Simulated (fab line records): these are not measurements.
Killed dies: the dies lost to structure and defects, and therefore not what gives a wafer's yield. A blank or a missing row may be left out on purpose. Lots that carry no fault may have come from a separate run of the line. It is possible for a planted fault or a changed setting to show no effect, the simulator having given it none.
Problem report in the 8D (eight disciplines) form, filled by code / flow berkeley-cmos170 / the parts of the form that need people (team, actions taken, sign-off) are left out

1. THE ISSUE
Wafers free of any fault read 0.0321 ohm/sq (standard deviation 0.00043) for M3_AL_RS at UCB170_M3_RS_MEAS_02, against a mean of 0.0359 ohm/sq on 3 wafers of 2 lots. Relative to the usual mean, that is a shift of +8.8 standard deviations.
The step: measures by four-point-probe.
First observed at day 10 15:07: wafer L288.5, on film-metro-02. The record holds 42 wafers of 14 lots with a number at this step. The rule behind "out" and "out of limits": a value lying over 4 standard deviations away from the usual mean. All remaining wafers that have a number are taken as sound.

2. WHAT IT IS AND WHAT IT IS NOT
question=which readings at this step | is=M3_AL_RS | is not=-
question=which lots | is=L288, L290 | is not=L276, L277, L280, L281, L282, L284, L286, L287, L291, L292, L294, L299
question=which wafers of those lots | is=L288.5, L290.1, L290.5 | is not=L288.4, L288.6, L290.6
question=read on which gauges | is=film-metro-02 | is not=film-metro-01, film-metro-04
question=when | is=from day 10 15:07 | is not=up to then (29 sound wafers); but 10 sound wafers of L290, L292, L294, L299 came after

3. WHAT RULES OUT EACH SUSPECT
Counting: if a tool at a process step up to the reading ran every lot that is out, it stays a suspect. Sound lots after the first of them don't rule it out here, since some wafers of a struck lot are sound.
- the gauge at UCB170_M3_RS_MEAS_02: kept. All the wafers that are out were read on film-metro-02, and no step on other tools shows them out.
- pvd-sputter-01 at UCB170_M3_SPUTTER_01 (material Al, target thk 900 nm, time 120 s): kept. Every lot that is out went through it, the first being L288 (day 10 14:58); the last sound lot it ran before that was L287 (day 10 03:58).
Remaining after the count are pvd-sputter-01 at UCB170_M3_SPUTTER_01 and film-metro-02 at UCB170_M3_RS_MEAS_02.

4. THE CAUSE (what the simulator had put in)
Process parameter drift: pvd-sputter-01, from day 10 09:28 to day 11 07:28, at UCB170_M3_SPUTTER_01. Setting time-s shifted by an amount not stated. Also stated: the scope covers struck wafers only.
2 suspects survive the count, and this tool is in that group.

5. THE CHAIN OF EFFECTS, in route order
One row per reading whose mean, taken over the struck wafers that have a number, lies over 3 standard deviations from the usual. Scope: only readings with a usual standard deviation given in the record; hours: median across lots of the time from each lot's start at the first step in this table that gives one to its start at this step; sigmas: change in usual standard deviations.
hours=0; step=UCB170_M3_RS_MEAS_02; reading=M3_AL_RS; usual=0.0321 ohm/sq; on struck wafers=0.0359; change=+0.0038; sigmas=+8.8
hours=0; step=UCB170_M3_THK_MEAS_03; reading=M3_AL_THK; usual=911 nm; on struck wafers=817; change=-94; sigmas=-7.8
hours=4; step=UCB170_M3_METAL_ETCH_18; reading=oes-product-au; usual=0.848 a.u.; on struck wafers=0.800; change=-0.048; sigmas=-5.3
It contains these process steps:
- UCB170_M3_METAL_ETCH_18: etches Al in Cl2/BCl3, stops on SiO2, target depth 1170 nm, time 202.9 s.

6. WHAT WOULD HAVE CAUGHT IT SOONER
6 hours passed between the start of the fault at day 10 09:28 and the first reading out of limits at a measuring or inspecting step in this record, taken at day 10 15:07.
An alarm limit of 4 standard deviations would not have fired on the tool readings at UCB170_M3_SPUTTER_01 for which the record gives a usual standard deviation, since none of them was out on any struck wafer.
Among the 2 lots that are out, L290 began UCB170_M3_SPUTTER_01 on pvd-sputter-01 after day 10 15:07. Putting the tool on hold at that point would have spared it.
